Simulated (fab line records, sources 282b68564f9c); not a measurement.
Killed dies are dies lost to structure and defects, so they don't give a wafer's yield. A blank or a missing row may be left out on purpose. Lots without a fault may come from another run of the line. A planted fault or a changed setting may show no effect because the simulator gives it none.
fab line records | flow rit_cmos
record lots=15 wafers=45 last_day=7
route steps=202 shown ACTIVE@2 FOX1@21 NRETRO@59 M1@202
lots that met no fault: from a run of the same line without faults
start_h: hours from the record's first day to the start of the lot's first wafer shown | wait_h: hours since the lot's step before | " the same as in the row above | L1.1+2: a row that stands for several wafers | - no value, or no start given | * or withheld: withheld | < > ~ a bound
route shown NAME@n: a module of which the file shows steps, and the number in the route of the first | usual: mean/standard deviation of fault-free wafers | same: alike in all rows | chamber/n: place in a boat | sites: the reading at each site | _std_site: their standard deviation | _edge_site: outer sites' mean less inner sites' | radius_mm: how far each site lies from the wafer's centre | mask NAME#n: copy n | behind: the tool/chamber that last shaped the wafer | hold: why the lot was held/for how many hours/how that ended | device: the transistor (n, p or np) that didn't switch | end of line: the same wafers' tests at the end of the route | a step without rows: its recipe alone | killed: dies lost to structure and defects at the first sort, not the wafer's yield | map: a wafer's dies, x killed, . not, _ none there
set.NAME: the setting as run; set.NAME@STEP: as run at that earlier step | model.NAME: the simulator's own value behind a step, which no gauge read
steps of the route over a sample of lots; a table a step, a row a wafer
services: from which hour (start_h, from the record's first day; less than 0 if before it) a tool's chamber was out of use, for how many hours, and why
## steps
# step RIT_ACTIVE_OXIDATION_01
# recipe temp_c=1000 ambient=O2 target_thk_a=468 ox_time_s=3360
# usual ox_temp_c=1000.0/0.46 zone_power_centre_pct=46/3.4 zone_power_source_pct=35.4/2.8
# columns lot.wafer tool chamber start_h wait_h ox_temp_c zone_power_centre_pct zone_power_source_pct
L808.2 furnace-04 0 10.12 0.1 1000.3 50 38.3
L808.4 " 0 " " 1000.4 50 38.9
L808.5 " 0 " " 999.7 50 38.6
L810.1 furnace-01 0 20.14 0.1 999.6 46 33.4
L810.2 " 0 " " 1000.6 45 32.8
L810.4 " 0 " " 1000.3 45 32.7
L811.1 furnace-01 0 25.16 0.1 999.2 45 33.4
L811.5 " 0 " " 998.8 44 33.2
L811.6 " 0 " " 999.9 45 32.7
L812.1 furnace-03 0 30.27 0.2 1000.2 42 33.5
L812.5 " 0 " " 999.8 42 33.5
L812.6 " 0 " " 999.6 42 33.6
L813.1 furnace-04 0 37.14 2.1 1000.5 51 39.3
L813.2 " 0 " " 1000.6 49 39.7
L813.5 " 0 " " 1001.1 50 38.1
L813.1 furnace-04 0 40.39 1.3 999.5 50 38.8
L813.2 " 0 " " 999.4 50 39.3
L813.5 " 0 " " 999.4 50 39.2
L814.2 furnace-01 0 41.43 1.4 999.9 46 33.6
L814.3 " 0 " " 999.9 45 33.2
L814.5 " 0 " " 999.7 45 33.5
L814.2 furnace-01 0 45.91 2.5 1000.0 45 33.4
L814.3 " 0 " " 999.5 44 33.0
L814.5 " 0 " " 999.8 45 33.8
L815.2 furnace-01 0 47.47 2.4 1000.7 45 33.1
L815.5 " 0 " " 1000.0 45 33.3
L815.6 " 0 " " 1000.4 45 33.1
L815.2 furnace-01 0 50.97 1.6 1000.2 44 33.2
L815.5 " 0 " " 999.9 45 33.0
L815.6 " 0 " " 999.9 46 32.9
L817.1 furnace-01 0 55.91 0.9 999.5 45 33.0
L817.4 " 0 " " 999.7 46 33.3
L817.6 " 0 " " 999.6 45 33.4
L824.2 furnace-03 0 90.68 0.6 999.3 41 33.5
L824.3 " 0 " " 999.5 42 33.5
L824.6 " 0 " " 999.7 41 33.3
L825.1 furnace-03 0 95.12 0.1 999.2 42 33.3
L825.2 " 0 " " 999.9 42 33.3
L825.6 " 0 " " 1000.1 42 33.3
L826.1 furnace-01 0 100.19 0.2 1000.6 46 32.9
L826.3 " 0 " " 1000.0 45 33.2
L826.6 " 0 " " 1000.6 45 32.4
L827.1 furnace-04 0 107.93 2.9 1000.6 50 39.2
L827.4 " 0 " " 1000.6 50 38.9
L827.6 " 0 " " 1000.3 50 38.7
L828.2 furnace-03 0 110.70 0.7 1000.4 43 33.5
L828.4 " 0 " " 1000.7 42 33.5
L828.5 " 0 " " 1000.0 41 33.6
L829.1 furnace-01 0 115.12 0.1 999.9 45 32.6
L829.2 " 0 " " 1000.5 45 32.3
L829.4 " 0 " " 999.5 45 32.5
L830.2 furnace-04 0 120.45 0.4 999.7 50 38.6
L830.4 " 0 " " 999.7 51 39.6
L830.5 " 0 " " 999.9 51 38.3
# step RIT_ACTIVE_THK_MEAS_02
# recipe reads=SiO2_of_ACTIVE_OXIDATION_01
# usual ACTIVE_OXIDE_THK=46.8/0.71
# columns lot.wafer tool chamber start_h wait_h ACTIVE_OXIDE_THK[nm]
L808.2 film_metro-03 - 12.06 0.0 46.4
L808.4 " - " " 46.1
L808.5 " - " " 46.9
L810.1 film_metro-02 - 22.07 0.0 47.0
L810.2 " - " " 47.5
L810.4 " - " " 47.2
L811.1 film_metro-03 - 27.09 0.0 46.3
L811.5 " - " " 46.6
L811.6 " - " " 46.5
L812.1 film_metro-03 - 32.20 0.0 47.0
L812.5 " - " " 46.4
L812.6 " - " " 46.9
L813.1 film_metro-03 - 42.32 0.0 71.7
L813.2 " - " " 75.0
L813.5 " - " " 72.9
L814.2 film_metro-01 - 47.85 0.0 72.9
L814.3 " - " " 73.1
L814.5 " - " " 74.1
L815.2 film_metro-03 - 52.97 0.1 76.1
L815.5 " - " " 75.3
L815.6 " - " " 75.8
L817.1 film_metro-01 - 57.84 0.0 47.0
L817.4 " - " " 46.5
L817.6 " - " " 47.5
L824.2 film_metro-03 - 92.62 0.0 45.0
L824.3 " - " " 45.3
L824.6 " - " " 45.2
L825.1 film_metro-01 - 97.05 0.0 46.6
L825.2 " - " " 46.1
L825.6 " - " " 46.7
L826.1 film_metro-03 - 102.12 0.0 48.0
L826.3 " - " " 47.6
L826.6 " - " " 47.0
L827.1 film_metro-01 - 109.87 0.0 47.5
L827.4 " - " " 46.9
L827.6 " - " " 46.7
L828.2 film_metro-02 - 112.65 0.0 47.5
L828.4 " - " " 47.1
L828.5 " - " " 47.6
L829.1 film_metro-03 - 117.05 0.0 47.8
L829.2 " - " " 47.9
L829.4 " - " " 47.4
L830.2 film_metro-03 - 122.40 0.0 46.0
L830.4 " - " " 46.8
L830.5 " - " " 46.8
# step RIT_ACTIVE_ETCH_13
# recipe stop_on=SiO2 chemistry=SF6 target=Si3N4 time_s=210 over_etch_frac=0.4 SF6_flow_sccm=200 pressure_mtorr=260 rf_w=125 target_depth_a=2100
# usual drypump_motor_current_A=5.8/0.52 oes_product_au=0.821/0.014 throttle_valve_pct=7.48/0.098
# columns lot.wafer tool chamber start_h wait_h drypump_motor_current_A oes_product_au rf_hours_counter_h throttle_valve_pct
L808.2 rie_diel-02 2 14.83 0.1 6.3 0.827 111 7.42
L808.4 " 3 " " 6.5 0.816 5 7.47
L808.5 " 0 " " 5.0 0.805 - 7.41
L810.1 rie_diel-01 0 26.64 0.1 6.1 0.841 113 7.45
L810.2 " 1 " " 5.6 0.808 13 7.54
L810.4 " 3 " " 5.0 0.827 124 7.51
L811.1 rie_diel-02 3 29.75 0.1 6.5 0.820 6 7.43
L811.5 " 0 " " 5.0 0.813 - 7.40
L811.6 " 3 " " 6.5 0.814 - 7.46
L812.1 rie_diel-04 2 35.01 0.1 5.5 0.801 5 7.39
L812.5 " 0 " " 5.5 0.818 - 7.67
L812.6 " 1 " " 5.8 0.802 - 7.44
L813.1 rie_diel-02 2 45.50 0.1 6.3 0.842 112 7.41
L813.2 " 0 " " 5.1 0.808 134 7.40
L813.5 " 2 " " 6.4 0.836 - 7.41
L814.2 rie_diel-01 1 51.09 0.1 5.6 0.810 14 7.55
L814.3 " 0 " " 6.1 0.839 114 7.45
L814.5 " 1 " " 5.6 0.812 - 7.53
L815.2 rie_diel-04 3 57.40 0.1 5.6 0.799 5 7.22
L815.5 " 2 " " 5.5 0.812 - 7.36
L815.6 " 1 " " 5.8 0.806 - 7.45
L817.1 rie_diel-04 3 60.50 0.1 5.6 0.808 5 7.21
L817.4 " 1 " " 5.8 0.807 4 7.47
L817.6 " 2 " " 5.5 0.811 - 7.38
L824.2 rie_diel-02 2 95.27 0.1 6.4 0.845 113 7.42
L824.3 " 0 " " 5.0 0.817 136 7.39
L824.6 " 0 " " 5.1 0.810 - 7.40
L825.1 rie_diel-02 2 99.75 0.1 6.4 0.843 113 7.41
L825.2 " 0 " " 5.1 0.825 136 7.39
L825.6 " 0 " " 5.0 0.815 - 7.39
L826.1 rie_diel-01 1 104.90 0.1 5.7 0.807 15 7.54
L826.3 " 2 " " 6.6 0.827 139 7.63
L826.6 " 2 " " 6.6 0.819 - 7.61
L827.1 rie_diel-01 3 112.65 0.1 5.0 0.814 125 7.52
L827.4 " 2 " " 6.6 0.816 140 7.62
L827.6 " 3 " " 5.0 0.819 - 7.53
L828.2 rie_diel-02 2 115.94 0.1 6.4 0.838 113 7.40
L828.4 " 1 " " 5.7 0.837 5 7.51
L828.5 " 3 " " 6.5 0.822 - 7.47
L829.1 rie_diel-01 0 119.83 0.1 6.0 0.837 115 7.45
L829.2 " 2 " " 6.6 0.819 140 7.64
L829.4 " 3 " " 4.9 0.831 125 7.53
L830.2 rie_diel-02 1 125.04 0.1 5.7 0.830 5 7.51
L830.4 " 3 " " 6.5 0.810 8 7.44
L830.5 " 1 " " 5.7 0.837 - 7.51
# step RIT_FOX1_THK_MEAS_01
# recipe reads=SiO2_of_FOX1_OXIDATION_00
# usual FOX1_OXIDE_THK=351/6.3
# columns lot.wafer tool chamber start_h wait_h FOX1_OXIDE_THK[nm]
L808.2 film_metro-03 - 18.58 0.0 353
L808.4 " - " " 358
L808.5 " - " " 354
L810.1 film_metro-04 - 28.76 0.0 351
L810.2 " - " " 349
L810.4 " - " " 345
L811.1 film_metro-03 - 33.95 0.0 347
L811.5 " - " " 343
L811.6 " - " " 346
L812.1 film_metro-04 - 40.39 0.0 352
L812.5 " - " " 353
L812.6 " - " " 349
L813.1 film_metro-03 - 51.03 0.1 356
L813.2 " - " " 354
L813.5 " - " " 352
L814.2 film_metro-04 - 54.23 0.0 353
L814.3 " - " " 356
L814.5 " - " " 358
L815.2 film_metro-04 - 60.48 0.0 348
L815.5 " - " " 351
L815.6 " - " " 353
L817.1 film_metro-03 - 63.83 0.0 350
L817.4 " - " " 349
L817.6 " - " " 348
L824.2 film_metro-04 - 97.38 0.0 356
L824.3 " - " " 353
L824.6 " - " " 357
L825.1 film_metro-01 - 103.44 0.0 360
L825.2 " - " " 354
L825.6 " - " " 360
L826.1 film_metro-01 - 109.63 0.0 340
L826.3 " - " " 343
L826.6 " - " " 346
L827.1 film_metro-04 - 115.02 0.0 351
L827.4 " - " " 354
L827.6 " - " " 351
L828.2 film_metro-04 - 118.38 0.0 358
L828.4 " - " " 359
L828.5 " - " " 359
L829.1 film_metro-01 - 122.77 0.0 343
L829.2 " - " " 348
L829.4 " - " " 353
L830.2 film_metro-03 - 128.83 0.0 350
L830.4 " - " " 341
L830.5 " - " " 340
# step RIT_NRETRO_OVL_MEAS_06
# usual NRETRO_OVL=-1.0/1.4
# columns lot.wafer tool chamber start_h wait_h NRETRO_OVL[nm]
L808.2 overlay-01 - 30.51 - -1.9
L808.4 " - " " -1.0
L808.5 " - " " 0.0
L810.1 overlay-02 - 42.67 - -2.4
L810.2 " - " " -2.2
L810.4 " - " " -2.0
L811.1 overlay-01 - 49.11 - 0.6
L811.5 " - " " -1.7
L811.6 " - " " -0.4
L812.1 overlay-02 - 55.14 - -4.1
L812.5 " - " " -1.5
L812.6 " - " " -1.6
L813.1 overlay-01 - 65.90 - 0.9
L813.2 " - " " -0.4
L813.5 " - " " 1.5
L814.2 overlay-02 - 67.45 - -1.3
L814.3 " - " " -2.4
L814.5 " - " " 1.5
L815.2 overlay-02 - 74.31 - -1.4
L815.5 " - " " 0.3
L815.6 " - " " -0.9
L817.1 overlay-02 - 77.22 - -2.1
L817.4 " - " " 0.0
L817.6 " - " " 0.2
L824.2 overlay-01 - 109.56 - 1.4
L824.3 " - " " -0.5
L824.6 " - " " -0.2
L825.1 overlay-01 - 115.29 - -2.7
L825.2 " - " " -1.9
L825.6 " - " " -2.2
L826.1 overlay-02 - 121.70 - -0.7
L826.3 " - " " 0.9
L826.6 " - " " 1.2
L827.1 overlay-01 - 127.37 - 0.2
L827.4 " - " " 1.5
L827.6 " - " " -0.7
L828.2 overlay-01 - 132.83 - -1.3
L828.4 " - " " 0.7
L828.5 " - " " -0.6
L829.1 overlay-01 - 134.98 - 1.3
L829.2 " - " " 1.3
L829.4 " - " " 2.8
L830.2 overlay-02 - 140.81 - -2.4
L830.4 " - " " -1.9
L830.5 " - " " -1.3
# step RIT_M1_PROBE_99
# usual killed_at_contacts=0.1/0.3 killed_at_front_end=7/3.3 killed_dies=7/3.3 killed_open=3.8/2.3 killed_short=3.5/2.1
# same gross_dies=264 killed_at_M0_to_M3=0 killed_at_M4_up=0 killed_at_back_side=0 killed_at_other=0
# columns lot.wafer tool chamber start_h wait_h killed_at_contacts killed_at_front_end killed_dies killed_open killed_short
L813.1 prober-01 - 95.42 0.1 0 9 9 4 5
L813.2 prober-01 - 95.47 0.1 0 9 9 6 3
L813.5 prober-01 - 95.62 0.2 1 5 6 5 1
L814.2 prober-01 - 99.78 0.1 0 6 6 5 1
L814.3 prober-01 - 99.83 0.2 0 5 5 2 3
L814.5 prober-01 - 99.93 0.2 0 7 7 4 3
L815.2 prober-01 - 105.56 0.1 0 8 8 5 3
L815.5 prober-01 - 105.71 0.2 0 3 3 0 3
L815.6 prober-01 - 105.76 0.2 0 5 5 3 2
L829.1 prober-02 - 164.75 0.1 0 10 10 4 6
L829.2 prober-02 - 164.80 0.1 0 4 4 1 3
L829.4 prober-02 - 164.90 0.2 0 12 12 5 7
# killed by level:class
L813.1 GATE:geometric_particle:short=3 GATE:geometric_particle:open=2 REOX:geometric_particle:open=2 FOX2:geometric_particle:short=1 REOX:geometric_particle:short=1
L813.2 GATE:geometric_particle:open=4 FOX1:geometric_particle:open=2 FOX2:geometric_particle:short=1 GATE:geometric_particle:short=1 SILICIDE:geometric_particle:short=1
L813.5 GATE:geometric_particle:open=1 REOX:geometric_particle:open=1 REOX:geometric_particle:short=1 SPACER:geometric_particle:open=1 SILICIDE:geometric_particle:open=1 CONTACT:geometric_particle:open=1
L814.2 SILICIDE:geometric_particle:open=2 FOX1:geometric_particle:open=1 FOX2:geometric_particle:open=1 GATE:geometric_particle:open=1 SILICIDE:geometric_particle:short=1
L814.3 GATE:geometric_particle:short=2 GATE:geometric_particle:open=1 SPACER:geometric_particle:short=1 SILICIDE:geometric_particle:open=1
L814.5 FOX1:geometric_particle:short=1 FOX1:geometric_particle:open=1 GATE:geometric_particle:open=1 REOX:geometric_particle:open=1 SPACER:geometric_particle:short=1 SILICIDE:geometric_particle:short=1 SILICIDE:geometric_particle:open=1
L815.2 SPACER:geometric_particle:short=3 SILICIDE:geometric_particle:open=2 FOX1:geometric_particle:open=1 GATE:geometric_particle:open=1 SPACER:geometric_particle:open=1
L815.5 GATE:geometric_particle:short=3
L815.6 GATE:geometric_particle:open=1 GATE:geometric_particle:short=1 SPACER:geometric_particle:short=1 SPACER:geometric_particle:open=1 SILICIDE:geometric_particle:open=1
L829.1 GATE:geometric_particle:short=4 FOX2:geometric_particle:open=2 FOX2:geometric_particle:short=2 SPACER:geometric_particle:open=2
L829.2 GATE:geometric_particle:short=2 FOX1:geometric_particle:short=1 GATE:geometric_particle:open=1
L829.4 FOX1:geometric_particle:open=2 FOX2:geometric_particle:short=2 SPACER:geometric_particle:short=2 FOX2:geometric_particle:open=1 GATE:geometric_particle:short=1 GATE:geometric_particle:open=1 REOX:geometric_particle:short=1 SPACER:geometric_particle:open=1
## services
# columns tool chamber start_h hours kind
rie_diel-01 2 37.82 1.4 repair
rie_diel-02 3 47.18 3.2 repair
rie_diel-04 3 86.84 2.3 repair
## key
first_sign step=RIT_ACTIVE_OXIDATION_01 reading=visit direction=added
effect step=RIT_ACTIVE_THK_MEAS_02 reading=ACTIVE_OXIDE_THK direction=up sigmas=38 usual=46.8 struck=74.1
met_at RIT_ACTIVE_OXIDATION_01
struck_lots L813,L814,L815
tester_left_out L813,L814,L815
not_acting_at RIT_ACTIVE_ETCH_13,RIT_FOX1_THK_MEAS_01,RIT_NRETRO_OVL_MEAS_06
fault kind=repeated_step_whole tool=furnace-01,furnace-03,furnace-04 chamber=- onset_h=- steps=RIT_ACTIVE_OXIDATION_01 times=1 scope=struck_lots_only
# tester_left_out: of these lots the tester's yield and bins aren't shown, on N5 and GAA mostly nor the transistor test; their killed dies are dies lost to structure and defects alone, not to doping, threshold or leakage, so they don't give the yield
